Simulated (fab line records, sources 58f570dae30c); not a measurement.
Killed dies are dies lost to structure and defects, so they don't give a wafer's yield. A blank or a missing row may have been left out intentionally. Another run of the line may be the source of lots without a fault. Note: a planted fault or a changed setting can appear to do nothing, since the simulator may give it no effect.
8D (eight disciplines) problem report, filled in by code / flow berkeley_cmos170 / the parts of the form that need people (team, actions taken, sign-off) are left out

## 1. THE PROBLEM
rf_fwd_power_W at UCB170_M1_METAL_ETCH_12 reads a mean of 526.2 W on 5 wafers of 3 lots; wafers without a fault read 597.5 W with a standard deviation of 1.7. Measured from the usual mean, that is -42 standard deviations.
The step: etches Al in Cl2/BCl3, stops on PSG, target depth 780 nm, time 130 s.
First observed at day 9 04:27: wafer L249.2, on rie_metal-03. The record has a number at this step for 21 wafers belonging to 7 lots. The rule behind "out" and "out of limits": a value lying over 4 standard deviations away from the usual mean. All remaining wafers that have a number are taken as sound.

## 2. WHAT IT IS, WHAT IT ISN'T
question=which readings at this step | is=rf_fwd_power_W | is not=drypump_motor_current_A, oes_product_au, throttle_valve_pct
question=which lots | is=L248, L249, L250 | is not=L240, L242, L247, L254
question=which wafers of those lots | is=L248.2, L249.2, L249.6, L250.3, L250.5 | is not=L248.3, L248.5, L249.5, L250.4
question=read on which tools | is=rie_metal-03 | is not=rie_metal-01, rie_metal-04
question=when | is=from day 9 04:27 | is not=up to then (7 sound wafers); but 9 sound wafers of L247, L248, L250, L254 came after

## 3. THE SUSPECTS, EACH WITH WHAT RULES IT OUT
Counting: if a tool at a process step up to the reading ran every lot that is out, it stays a suspect. Sound lots after the first of them don't rule it out here, since some wafers of a struck lot are sound.
- rie_metal-03 at UCB170_M1_METAL_ETCH_12 (etches Al in Cl2/BCl3, stops on PSG, target depth 780 nm, time 130 s): kept. It processed each lot that is out (first: L249, day 9 04:27); up to then, its last sound lot is L242 (day 8 08:28). Its own rf_fwd_power_W readings are out on those wafers.
- At UCB170_M1_METAL_ETCH_12 on rie_metal-03, chamber 1 took the sound wafers of the same lots and chamber 0 took the wafers that are out.
The count leaves rie_metal-03 at UCB170_M1_METAL_ETCH_12.

## 4. THE CAUSE (what the simulator had put in)
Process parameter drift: rie_metal-03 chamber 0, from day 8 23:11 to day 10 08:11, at UCB170_M1_METAL_ETCH_12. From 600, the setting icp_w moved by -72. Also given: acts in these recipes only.
After counting, this tool was the only one left.

## 5. THE CHAIN OF EFFECTS, in route order
One row per reading whose mean, taken over the struck wafers that have a number, lies over 3 standard deviations from the usual. Readings are gone through only where the record gives a usual standard deviation; hours: the median, over the lots, of the time from a lot's start at the first step in this table giving one to that lot's start at this step; sigmas: the change measured in usual standard deviations.
hours=0; step=UCB170_M1_METAL_ETCH_12; reading=rf_fwd_power_W; usual=597.5 W; on struck wafers=526.2; change=-71.3; sigmas=-42
It contains these process steps:
- UCB170_M1_METAL_ETCH_12: etches Al in Cl2/BCl3, stops on PSG, target depth 780 nm, time 130 s.

## 6. HOW IT WOULD HAVE BEEN CAUGHT EARLIER
The fault began at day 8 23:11; the first out-of-limits reading in this record came at day 9 04:27, 5 hours later.
